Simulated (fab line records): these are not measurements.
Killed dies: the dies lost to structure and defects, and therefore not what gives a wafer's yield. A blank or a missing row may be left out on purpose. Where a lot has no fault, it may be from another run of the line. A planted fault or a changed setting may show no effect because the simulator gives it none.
Comparing a struck lot with a sound one | flow berkeley-cmos170 | 17 steps out of a route of 331
Sound: wafers L439.2, L439.3, L439.5. Struck: wafers L453.2, L453.3, L453.6. At the end, the cause is stated.
At each step with rows: each side's tool, then ch and its chambers, then its first start. Under that, the readings that differ: sound wafers | struck wafers | difference of the means | sigmas: that difference in standard deviations of wafers without a fault.
alike: a reading whose means differ by less than 2 such deviations, as well as words and numbers matching on both sides. not compared: withheld readings; readings where some wafer has no value; bounds like >300 that might hide an equal value; numbers whose values overlap and for which the record gives no deviation.
The two part at a step that has a row with sigmas, a row that says differs or no value, or rows on one side only. Non-overlapping numbers with no deviation appear without sigmas and do not part them. A reading missing from all wafers of one side parts the sides only when that side holds two or more wafers.

UCB170_PWELL_THK_MEAS_03:
  sound on film-metro-02, day 3 10:08; struck on film-metro-02, day 5 23:14
  alike: PWELL_OXIDE_THK
then, 2 steps without rows for these wafers: UCB170_PWELL_ANNEAL_04 (time 900 s); UCB170_PWELL_CVD_05 (deposits Si3N4 from SiH2Cl2/NH3, target thk 220 nm, time 3300 s).
UCB170_PWELL_THK_MEAS_06:
  sound on film-metro-04, day 3 22:22; struck on film-metro-02, day 6 06:53
  alike: PWELL_NITRIDE_THK
then, 6 steps without rows for these wafers: UCB170_PWELL_HMDS_07 (prime time 60 s); UCB170_PWELL_COAT_08 (resist thk 900 nm); UCB170_PWELL_SOFTBAKE_09 (time 60 s); UCB170_PWELL_EXPOSE_10 (exposes mask PWELL, target cd 3000 nm); UCB170_PWELL_PEB_11; UCB170_PWELL_DEVELOP_12 (develop time 45 s).
UCB170_PWELL_OVL_MEAS_13:
  sound on overlay-01, day 3 23:50; struck on overlay-02, day 6 08:40
  alike: PWELL_OVL
UCB170_PWELL_ETCH_14: etches Si3N4 in CH3F/Ar/O2, stops on SiO2, target depth 242 nm, time 151 s.
  sound on rie-diel-02 ch 1,3, day 3 23:52; struck on rie-diel-04 ch 0,1, day 6 08:42
  alike: chamber-pressure-mTorr, drypump-motor-current-A, oes-product-au, throttle-valve-pct
  not compared: rf-hours-counter-h
UCB170_PWELL_IMPLANT_15:
  sound on implanter-02 ch 0, day 3 23:59; struck on implanter-02 ch 0, day 6 08:49
  reading                   | sound          | struck            | difference | sigmas
  implant-ion-amu           | 11 11 11       | 31 31 31          | +20        |
  model.implant.rp-nm (nm)  | 192 192 192    | 73.67 73.67 73.67 | -118.33    |
  model.implant.drp-nm (nm) | 64.7 64.7 64.7 | 29.74 29.74 29.74 | -34.96     |
UCB170_PWELL_STRIP_16: strips in O2.
  sound on plasma-asher-02 ch 0,1, day 4 00:07; struck on plasma-asher-02 ch 0, day 6 08:57
  alike: chamber-pressure-mTorr, drypump-motor-current-A, oes-product-au, strip-time-to-endpoint-s
  not compared: rf-hours-counter-h
UCB170_PWELL_TW_MEAS_17:
  sound on film-metro-04, day 4 00:14; struck on film-metro-04, day 6 09:04
  reading  | sound             | struck            | difference | sigmas
  PWELL_TW | 379.8 379.4 382.3 | 808.9 811.0 808.5 | +429.0     | +99 or more
then, 1 step without rows for these wafers: UCB170_PWELL_CLEAN_18 (cleans in SPM, time 600 s).
-- the record jumps here: 6 days lie between the struck wafers' starts before and after (it left off in module PWELL and takes up again in module M3, whose first step shown is number 331 of the route) --
UCB170_M3_PROBE_99:
  only the struck wafers here have rows in the record (prober-02, day 12 11:29); the sound ones have none

WHERE THEY PART
At UCB170_PWELL_TW_MEAS_17 first; at UCB170_M3_PROBE_99 last (within this record only).

WHY: whatever the simulator had introduced
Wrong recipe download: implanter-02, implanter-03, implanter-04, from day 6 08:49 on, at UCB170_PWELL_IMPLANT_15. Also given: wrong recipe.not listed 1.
